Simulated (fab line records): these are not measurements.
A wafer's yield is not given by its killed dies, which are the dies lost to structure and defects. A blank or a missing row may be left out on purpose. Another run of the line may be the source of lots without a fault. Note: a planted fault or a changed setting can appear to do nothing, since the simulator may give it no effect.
A sampling plan put to the test ; flow berkeley-cmos170 ; 10 faults told of in these records, all on one fab line, each judged by the records of the lots it struck
Plan = the line's own looks (route steps where a gauge or an inspection reads the wafer without altering it). A look can be judged if struck wafers have a number there and the file gives its usual mean and standard deviation on fault-free wafers. Caught: a look later than the fault's first step finds the struck wafers' mean 4 or more of those standard deviations (sigma) from the usual mean. On the tool: here the same test is run on the tool's own readings at the fault's steps. Caught also covers a different recipe on the struck wafers, or a record left blank for those wafers only.

== THE FAULTS, as the simulator had put them in ==
1. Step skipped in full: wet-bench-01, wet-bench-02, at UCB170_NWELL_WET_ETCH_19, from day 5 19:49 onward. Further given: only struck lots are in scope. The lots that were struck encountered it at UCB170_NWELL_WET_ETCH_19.
2. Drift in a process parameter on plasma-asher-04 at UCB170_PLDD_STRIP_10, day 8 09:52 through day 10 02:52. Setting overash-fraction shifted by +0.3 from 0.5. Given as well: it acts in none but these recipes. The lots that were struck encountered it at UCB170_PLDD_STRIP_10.
3. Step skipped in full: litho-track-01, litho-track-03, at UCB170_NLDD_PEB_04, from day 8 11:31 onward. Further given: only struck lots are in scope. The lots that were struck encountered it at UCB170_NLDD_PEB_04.
4. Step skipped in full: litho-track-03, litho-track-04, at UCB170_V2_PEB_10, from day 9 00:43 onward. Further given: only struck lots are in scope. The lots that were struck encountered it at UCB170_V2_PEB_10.
5. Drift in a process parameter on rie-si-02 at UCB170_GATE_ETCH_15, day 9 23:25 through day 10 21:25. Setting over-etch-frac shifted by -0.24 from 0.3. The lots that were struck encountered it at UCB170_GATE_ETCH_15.
6. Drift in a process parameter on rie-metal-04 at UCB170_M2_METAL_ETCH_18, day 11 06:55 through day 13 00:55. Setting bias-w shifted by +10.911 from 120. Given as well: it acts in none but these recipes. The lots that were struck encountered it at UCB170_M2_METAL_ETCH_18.
7. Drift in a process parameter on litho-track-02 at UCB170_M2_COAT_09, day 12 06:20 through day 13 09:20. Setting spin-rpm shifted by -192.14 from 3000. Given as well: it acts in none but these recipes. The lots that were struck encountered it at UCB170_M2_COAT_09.
8. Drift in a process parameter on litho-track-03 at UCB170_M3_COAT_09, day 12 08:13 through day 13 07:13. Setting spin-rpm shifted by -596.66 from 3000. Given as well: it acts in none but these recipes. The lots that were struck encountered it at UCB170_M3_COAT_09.
9. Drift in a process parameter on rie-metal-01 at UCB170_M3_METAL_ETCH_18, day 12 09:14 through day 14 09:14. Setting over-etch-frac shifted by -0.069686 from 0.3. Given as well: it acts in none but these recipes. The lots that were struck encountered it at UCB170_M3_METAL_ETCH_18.
10. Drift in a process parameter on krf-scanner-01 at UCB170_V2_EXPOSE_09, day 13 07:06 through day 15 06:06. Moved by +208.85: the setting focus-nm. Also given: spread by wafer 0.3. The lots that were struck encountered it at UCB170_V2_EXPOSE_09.

== WHAT THE PLAN SAW ==
fault;on the tool itself;first look that catches it;reading, sigma;median hours from its first step to that look;hours from the fault's start to the first struck lot there;judged looks passed uncaught
1;the tool's record is blank for the struck wafers;none of the 2 looks that can be judged after it;-;-;-;2
2;oes-product-au -17 sigma;no look after it can be judged;-;-;-;0
3;the tool's record is blank for the struck wafers;no look after it can be judged;-;-;-;0
4;the tool's record is blank for the struck wafers;no look after it can be judged;-;-;-;0
5;oes-product-au +6.9 sigma;no look after it can be judged;-;-;-;0
6;bias-w +32 sigma;no look after it can be judged;-;-;-;0
7;spin-speed-rpm -86 sigma;no look after it can be judged;-;-;-;0
8;spin-speed-rpm -99 or beyond sigma;no look after it can be judged;-;-;-;0
9;only faintly: oes-product-au +3.5 sigma;no look after it can be judged;-;-;-;0
10;exposure-dose-mJ-cm2 -4.7 sigma;no look after it can be judged;-;-;-;0
A dash: the fault isn't caught, or these records don't give the number.

Caught at a look: 0 of 10. Caught on the tool: 9 of 10. By one or the other: 9 of 10.
Faults 1, 2, 3, 4, 5, 6, 7, 8, 10 were caught on the tool alone.
Caught by neither: fault 9.
